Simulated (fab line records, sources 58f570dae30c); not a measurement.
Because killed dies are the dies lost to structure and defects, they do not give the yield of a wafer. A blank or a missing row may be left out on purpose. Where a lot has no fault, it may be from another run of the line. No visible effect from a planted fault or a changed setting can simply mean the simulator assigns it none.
Which tool was responsible? || flow berkeley-cmos170 || Sampling: 14 lots, 42 wafers, 5 of 331 route steps

## WHAT THE GAUGES SHOWED, per wafer
UCB170_PWELL_OVL_MEAS_13. Usual: PWELL_OVL gives 4 nm (standard deviation 4.8).
{"lot": "L567", "measured": "day 3 08:27", "on": "overlay-02", "PWELL_OVL (nm)": "-2 3 -3", "flag": ""}
{"lot": "L568", "measured": "day 3 08:49", "on": "overlay-01", "PWELL_OVL (nm)": "2 1 2", "flag": ""}
{"lot": "L569", "measured": "day 3 08:52", "on": "overlay-02", "PWELL_OVL (nm)": "0 3 1", "flag": ""}
{"lot": "L570", "measured": "day 3 14:57", "on": "overlay-02", "PWELL_OVL (nm)": "1 7 6", "flag": ""}
{"lot": "L571", "measured": "day 4 06:05", "on": "overlay-01", "PWELL_OVL (nm)": "-4 -2 2", "flag": ""}
{"lot": "L572", "measured": "day 4 06:11", "on": "overlay-02", "PWELL_OVL (nm)": "9 8 15", "flag": ""}
{"lot": "L573", "measured": "day 4 12:49", "on": "overlay-01", "PWELL_OVL (nm)": "15 13 8", "flag": ""}
{"lot": "L574", "measured": "day 4 12:58", "on": "overlay-01", "PWELL_OVL (nm)": "10 7 7", "flag": ""}
{"lot": "L575", "measured": "day 4 12:52", "on": "overlay-01", "PWELL_OVL (nm)": "-5 1 2", "flag": ""}
{"lot": "L576", "measured": "day 4 22:25", "on": "overlay-02", "PWELL_OVL (nm)": "3 8 1", "flag": ""}
{"lot": "L577", "measured": "day 5 07:50", "on": "overlay-01", "PWELL_OVL (nm)": "4 8 2", "flag": ""}
{"lot": "L578", "measured": "day 5 11:10", "on": "overlay-01", "PWELL_OVL (nm)": "-1 7 -1", "flag": ""}
{"lot": "L582", "measured": "day 6 09:02", "on": "overlay-02", "PWELL_OVL (nm)": "3 8 8", "flag": ""}
{"lot": "L584", "measured": "day 7 03:19", "on": "overlay-02", "PWELL_OVL (nm)": "5 7 9", "flag": ""}

UCB170_PFIELD_TW_MEAS_09. Usual: PFIELD_TW gives 607 (standard deviation 4.6).
{"lot": "L567", "measured": "day 4 20:09", "on": "film-metro-04", "PFIELD_TW": "602 604 603", "flag": ""}
{"lot": "L568", "measured": "day 4 19:15", "on": "film-metro-02", "PFIELD_TW": "609 604 605", "flag": ""}
{"lot": "L569", "measured": "day 4 20:13", "on": "film-metro-02", "PFIELD_TW": "610 607 606", "flag": ""}
{"lot": "L570", "measured": "day 4 23:13", "on": "film-metro-02", "PFIELD_TW": "607 612 603", "flag": ""}
{"lot": "L571", "measured": "day 5 07:46", "on": "film-metro-03", "PFIELD_TW": "614 614 612", "flag": ""}
{"lot": "L572", "measured": "day 5 07:56", "on": "film-metro-02", "PFIELD_TW": "607 604 605", "flag": ""}
{"lot": "L573", "measured": "day 5 16:54", "on": "film-metro-03", "PFIELD_TW": "613 613 613", "flag": ""}
{"lot": "L574", "measured": "day 5 17:29", "on": "film-metro-02", "PFIELD_TW": "606 608 604", "flag": ""}
{"lot": "L575", "measured": "day 5 17:46", "on": "film-metro-04", "PFIELD_TW": "601 601 607", "flag": ""}
{"lot": "L576", "measured": "day 6 03:47", "on": "film-metro-02", "PFIELD_TW": "608 608 608", "flag": ""}
{"lot": "L577", "measured": "day 6 19:43", "on": "film-metro-04", "PFIELD_TW": "603 607 612", "flag": ""}
{"lot": "L578", "measured": "day 7 01:38", "on": "film-metro-04", "PFIELD_TW": "599 598 597", "flag": ""}
{"lot": "L582", "measured": "day 7 11:44", "on": "film-metro-03", "PFIELD_TW": "709 707 712", "flag": "OFF"}
{"lot": "L584", "measured": "day 8 09:22", "on": "film-metro-03", "PFIELD_TW": "702 704 708", "flag": "OFF"}

## WHICH TOOL RAN EACH LOT (tool, then ch and the chambers of the sampled wafers, then the start)
{"lot": "L567", "UCB170_NWELL_STRIP_15": "plasma-asher-02 ch 0,1, day 2 11:47", "UCB170_PWELL_STRIP_16": "plasma-asher-03 ch 0,1, day 3 08:44", "UCB170_PFIELD_IMPLANT_07": "implanter-02 ch 0, day 4 19:55"}
{"lot": "L568", "UCB170_NWELL_STRIP_15": "plasma-asher-02 ch 0,1, day 2 14:49", "UCB170_PWELL_STRIP_16": "plasma-asher-02 ch 0,1, day 3 09:06", "UCB170_PFIELD_IMPLANT_07": "implanter-03 ch 0, day 4 19:00"}
{"lot": "L569", "UCB170_NWELL_STRIP_15": "plasma-asher-02 ch 0,1, day 2 18:30", "UCB170_PWELL_STRIP_16": "plasma-asher-03 ch 0,1, day 3 09:08", "UCB170_PFIELD_IMPLANT_07": "implanter-03 ch 0, day 4 19:58"}
{"lot": "L570", "UCB170_NWELL_STRIP_15": "plasma-asher-01 ch 0,1, day 3 00:14", "UCB170_PWELL_STRIP_16": "plasma-asher-02 ch 0,1, day 3 15:14", "UCB170_PFIELD_IMPLANT_07": "implanter-02 ch 0, day 4 22:58"}
{"lot": "L571", "UCB170_NWELL_STRIP_15": "plasma-asher-01 ch 0,1, day 3 07:06", "UCB170_PWELL_STRIP_16": "plasma-asher-04 ch 0,1, day 4 06:22", "UCB170_PFIELD_IMPLANT_07": "implanter-02 ch 0, day 5 07:32"}
{"lot": "L572", "UCB170_NWELL_STRIP_15": "plasma-asher-02 ch 0,1, day 3 11:03", "UCB170_PWELL_STRIP_16": "plasma-asher-02 ch 1, day 4 06:29", "UCB170_PFIELD_IMPLANT_07": "implanter-03 ch 0, day 5 07:41"}
{"lot": "L573", "UCB170_NWELL_STRIP_15": "plasma-asher-01 ch 0,1, day 3 17:53", "UCB170_PWELL_STRIP_16": "plasma-asher-02 ch 0,1, day 4 13:05", "UCB170_PFIELD_IMPLANT_07": "implanter-03 ch 0, day 5 16:39"}
{"lot": "L574", "UCB170_NWELL_STRIP_15": "plasma-asher-03 ch 0,1, day 3 21:36", "UCB170_PWELL_STRIP_16": "plasma-asher-02 ch 0,1, day 4 13:17", "UCB170_PFIELD_IMPLANT_07": "implanter-02 ch 0, day 5 17:14"}
{"lot": "L575", "UCB170_NWELL_STRIP_15": "plasma-asher-03 ch 0,1, day 3 21:49", "UCB170_PWELL_STRIP_16": "plasma-asher-03 ch 0,1, day 4 13:14", "UCB170_PFIELD_IMPLANT_07": "implanter-03 ch 0, day 5 17:31"}
{"lot": "L576", "UCB170_NWELL_STRIP_15": "plasma-asher-01 ch 0,1, day 4 08:27", "UCB170_PWELL_STRIP_16": "plasma-asher-02 ch 0,1, day 4 22:42", "UCB170_PFIELD_IMPLANT_07": "implanter-02 ch 0, day 6 03:32"}
{"lot": "L577", "UCB170_NWELL_STRIP_15": "plasma-asher-02 ch 0,1, day 4 14:15", "UCB170_PWELL_STRIP_16": "plasma-asher-02 ch 0, day 5 08:07", "UCB170_PFIELD_IMPLANT_07": "implanter-02 ch 0, day 6 19:29"}
{"lot": "L578", "UCB170_NWELL_STRIP_15": "plasma-asher-01 ch 0,1, day 4 19:52", "UCB170_PWELL_STRIP_16": "plasma-asher-03 ch 0,1, day 5 11:27", "UCB170_PFIELD_IMPLANT_07": "implanter-02 ch 0, day 7 01:23"}
{"lot": "L582", "UCB170_NWELL_STRIP_15": "plasma-asher-02 ch 0,1, day 5 11:55", "UCB170_PWELL_STRIP_16": "plasma-asher-02 ch 0,1, day 6 09:20", "UCB170_PFIELD_IMPLANT_07": "implanter-02 ch 0, day 7 11:32"}
{"lot": "L584", "UCB170_NWELL_STRIP_15": "plasma-asher-01 ch 0,1, day 6 09:47", "UCB170_PWELL_STRIP_16": "plasma-asher-03 ch 0,1, day 7 03:36", "UCB170_PFIELD_IMPLANT_07": "implanter-02 ch 0, day 8 09:07"}
- UCB170_NWELL_STRIP_15: strips in O2.
- UCB170_PWELL_STRIP_16: strips in O2.
- UCB170_PFIELD_IMPLANT_07

## WHAT THE TOOLS THEMSELVES READ (means of the sampled wafers that have a number; where no wafer has one, the mark that the record gives instead)
UCB170_NWELL_STRIP_15. Usual: drypump-motor-current-A 5.9 A, standard deviation 0.51; oes-product-au 0.721 a.u., standard deviation 0.0045; strip-time-to-endpoint-s 18.01 s, standard deviation 0.07.
{"lot": "L567", "tool": "plasma-asher-02", "drypump-motor-current-A (A)": 6.0, "oes-product-au (a.u.)": 0.718, "strip-time-to-endpoint-s (s)": 17.96, "flag": ""}
{"lot": "L568", "tool": "plasma-asher-02", "drypump-motor-current-A (A)": 6.0, "oes-product-au (a.u.)": 0.720, "strip-time-to-endpoint-s (s)": 17.96, "flag": ""}
{"lot": "L569", "tool": "plasma-asher-02", "drypump-motor-current-A (A)": 6.0, "oes-product-au (a.u.)": 0.719, "strip-time-to-endpoint-s (s)": 18.04, "flag": ""}
{"lot": "L570", "tool": "plasma-asher-01", "drypump-motor-current-A (A)": 5.9, "oes-product-au (a.u.)": 0.727, "strip-time-to-endpoint-s (s)": 18.00, "flag": ""}
{"lot": "L571", "tool": "plasma-asher-01", "drypump-motor-current-A (A)": 6.2, "oes-product-au (a.u.)": 0.721, "strip-time-to-endpoint-s (s)": 17.93, "flag": ""}
{"lot": "L572", "tool": "plasma-asher-02", "drypump-motor-current-A (A)": 6.1, "oes-product-au (a.u.)": 0.726, "strip-time-to-endpoint-s (s)": 17.97, "flag": ""}
{"lot": "L573", "tool": "plasma-asher-01", "drypump-motor-current-A (A)": 5.9, "oes-product-au (a.u.)": 0.722, "strip-time-to-endpoint-s (s)": 17.96, "flag": ""}
{"lot": "L574", "tool": "plasma-asher-03", "drypump-motor-current-A (A)": 5.1, "oes-product-au (a.u.)": 0.719, "strip-time-to-endpoint-s (s)": 18.07, "flag": ""}
{"lot": "L575", "tool": "plasma-asher-03", "drypump-motor-current-A (A)": 5.2, "oes-product-au (a.u.)": 0.723, "strip-time-to-endpoint-s (s)": 18.01, "flag": ""}
{"lot": "L576", "tool": "plasma-asher-01", "drypump-motor-current-A (A)": 6.2, "oes-product-au (a.u.)": 0.722, "strip-time-to-endpoint-s (s)": 17.95, "flag": ""}
{"lot": "L577", "tool": "plasma-asher-02", "drypump-motor-current-A (A)": 6.1, "oes-product-au (a.u.)": 0.721, "strip-time-to-endpoint-s (s)": 17.99, "flag": ""}
{"lot": "L578", "tool": "plasma-asher-01", "drypump-motor-current-A (A)": 5.9, "oes-product-au (a.u.)": 0.719, "strip-time-to-endpoint-s (s)": 18.09, "flag": ""}
{"lot": "L582", "tool": "plasma-asher-02", "drypump-motor-current-A (A)": 6.1, "oes-product-au (a.u.)": 0.725, "strip-time-to-endpoint-s (s)": 18.05, "flag": ""}
{"lot": "L584", "tool": "plasma-asher-01", "drypump-motor-current-A (A)": 6.2, "oes-product-au (a.u.)": 0.717, "strip-time-to-endpoint-s (s)": 18.05, "flag": ""}

UCB170_PWELL_STRIP_16. Usual: drypump-motor-current-A 5.6 A, standard deviation 0.48; oes-product-au 0.720 a.u., standard deviation 0.0043; strip-time-to-endpoint-s 18.08 s, standard deviation 0.068.
{"lot": "L567", "tool": "plasma-asher-03", "drypump-motor-current-A (A)": 5.1, "oes-product-au (a.u.)": 0.720, "strip-time-to-endpoint-s (s)": 18.11, "flag": ""}
{"lot": "L568", "tool": "plasma-asher-02", "drypump-motor-current-A (A)": 6.1, "oes-product-au (a.u.)": 0.721, "strip-time-to-endpoint-s (s)": 18.19, "flag": ""}
{"lot": "L569", "tool": "plasma-asher-03", "drypump-motor-current-A (A)": 5.1, "oes-product-au (a.u.)": 0.720, "strip-time-to-endpoint-s (s)": 18.12, "flag": ""}
{"lot": "L570", "tool": "plasma-asher-02", "drypump-motor-current-A (A)": 6.1, "oes-product-au (a.u.)": 0.721, "strip-time-to-endpoint-s (s)": 18.04, "flag": ""}
{"lot": "L571", "tool": "plasma-asher-04", "drypump-motor-current-A (A)": 5.5, "oes-product-au (a.u.)": 0.722, "strip-time-to-endpoint-s (s)": 18.06, "flag": ""}
{"lot": "L572", "tool": "plasma-asher-02", "drypump-motor-current-A (A)": 6.3, "oes-product-au (a.u.)": 0.718, "strip-time-to-endpoint-s (s)": 17.98, "flag": ""}
{"lot": "L573", "tool": "plasma-asher-02", "drypump-motor-current-A (A)": 6.1, "oes-product-au (a.u.)": 0.718, "strip-time-to-endpoint-s (s)": 18.05, "flag": ""}
{"lot": "L574", "tool": "plasma-asher-02", "drypump-motor-current-A (A)": 6.0, "oes-product-au (a.u.)": 0.724, "strip-time-to-endpoint-s (s)": 18.13, "flag": ""}
{"lot": "L575", "tool": "plasma-asher-03", "drypump-motor-current-A (A)": 5.1, "oes-product-au (a.u.)": 0.719, "strip-time-to-endpoint-s (s)": 18.06, "flag": ""}
{"lot": "L576", "tool": "plasma-asher-02", "drypump-motor-current-A (A)": 6.1, "oes-product-au (a.u.)": 0.721, "strip-time-to-endpoint-s (s)": 17.98, "flag": ""}
{"lot": "L577", "tool": "plasma-asher-02", "drypump-motor-current-A (A)": 5.8, "oes-product-au (a.u.)": 0.719, "strip-time-to-endpoint-s (s)": 18.12, "flag": ""}
{"lot": "L578", "tool": "plasma-asher-03", "drypump-motor-current-A (A)": 5.1, "oes-product-au (a.u.)": 0.722, "strip-time-to-endpoint-s (s)": 18.05, "flag": ""}
{"lot": "L582", "tool": "plasma-asher-02", "drypump-motor-current-A (A)": 6.1, "oes-product-au (a.u.)": 0.719, "strip-time-to-endpoint-s (s)": 18.06, "flag": ""}
{"lot": "L584", "tool": "plasma-asher-03", "drypump-motor-current-A (A)": 5.1, "oes-product-au (a.u.)": 0.720, "strip-time-to-endpoint-s (s)": 18.03, "flag": ""}

UCB170_PFIELD_IMPLANT_07. Usual: dose-ions-cm2 2.0002e+13, standard deviation 2.3e+10; faraday-current-uA 63.4, standard deviation 1.4.
{"lot": "L567", "tool": "implanter-02", "dose-ions-cm2": 2.0016e+13, "faraday-current-uA": 63.3, "flag": ""}
{"lot": "L568", "tool": "implanter-03", "dose-ions-cm2": 2.0000e+13, "faraday-current-uA": 63.0, "flag": ""}
{"lot": "L569", "tool": "implanter-03", "dose-ions-cm2": 1.9992e+13, "faraday-current-uA": 62.5, "flag": ""}
{"lot": "L570", "tool": "implanter-02", "dose-ions-cm2": 2.0048e+13, "faraday-current-uA": 64.1, "flag": ""}
{"lot": "L571", "tool": "implanter-02", "dose-ions-cm2": 1.9973e+13, "faraday-current-uA": 62.9, "flag": ""}
{"lot": "L572", "tool": "implanter-03", "dose-ions-cm2": 2.0008e+13, "faraday-current-uA": 64.7, "flag": ""}
{"lot": "L573", "tool": "implanter-03", "dose-ions-cm2": 2.0010e+13, "faraday-current-uA": 62.4, "flag": ""}
{"lot": "L574", "tool": "implanter-02", "dose-ions-cm2": 1.9999e+13, "faraday-current-uA": 63.3, "flag": ""}
{"lot": "L575", "tool": "implanter-03", "dose-ions-cm2": 1.9978e+13, "faraday-current-uA": 63.6, "flag": ""}
{"lot": "L576", "tool": "implanter-02", "dose-ions-cm2": 2.0004e+13, "faraday-current-uA": 62.8, "flag": ""}
{"lot": "L577", "tool": "implanter-02", "dose-ions-cm2": 2.0013e+13, "faraday-current-uA": 62.8, "flag": ""}
{"lot": "L578", "tool": "implanter-02", "dose-ions-cm2": 2.0014e+13, "faraday-current-uA": 63.9, "flag": ""}
{"lot": "L582", "tool": "implanter-02", "dose-ions-cm2": 3.2609e+13, "faraday-current-uA": 105.0, "flag": "OFF"}
{"lot": "L584", "tool": "implanter-02", "dose-ions-cm2": 3.2593e+13, "faraday-current-uA": 102.5, "flag": "OFF"}

## THE ANSWER, worked out from the rows above alone
Rule: a lot is off if the mean of its wafers that have a number lies more than 3 standard deviations from the usual mean. A lot without any number at a reading at which 4 lots or more have one is off too. The other lots that the step has rows for count as sound. The gauges are gone through in route order, then the tools' own readings, and for those a lot's mean is taken as printed above. At the first step where some lot is off, the reading lying furthest off is the one used; lots without a number count as furthest.
Off: L582, L584, at UCB170_PFIELD_TW_MEAS_09 (PFIELD_TW).
If a tool, at a process step before that reading, ran all the lots that are off and no sound lot after the first of them, it fits. The gauges at UCB170_PFIELD_TW_MEAS_09 aren't tried: what is off there is off at UCB170_PFIELD_IMPLANT_07 too, on other tools, and a gauge's error can't cause that. One fits: implanter-02 at UCB170_PFIELD_IMPLANT_07. Its last sound lot is L578 (day 7 01:23), its first lot that is off L582 (day 7 11:32): a fault that began between those two fits.
The tool's own readings at UCB170_PFIELD_IMPLANT_07 bear it out: on the lots that are off they differ by more than 5 times the standard deviation of the sound lots' means. dose-ions-cm2 reads 3.2601e+13 there against 2.0005e+13 on the sound lots; faraday-current-uA reads 103.8 there against 63.3 on the sound lots.

## WHAT THE SIMULATOR HAD PUT IN
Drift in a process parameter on implanter-02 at UCB170_PFIELD_IMPLANT_07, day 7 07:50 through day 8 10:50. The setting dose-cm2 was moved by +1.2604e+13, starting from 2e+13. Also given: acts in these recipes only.
Struck lots among those shown: L582, L584. The rule above found the same.
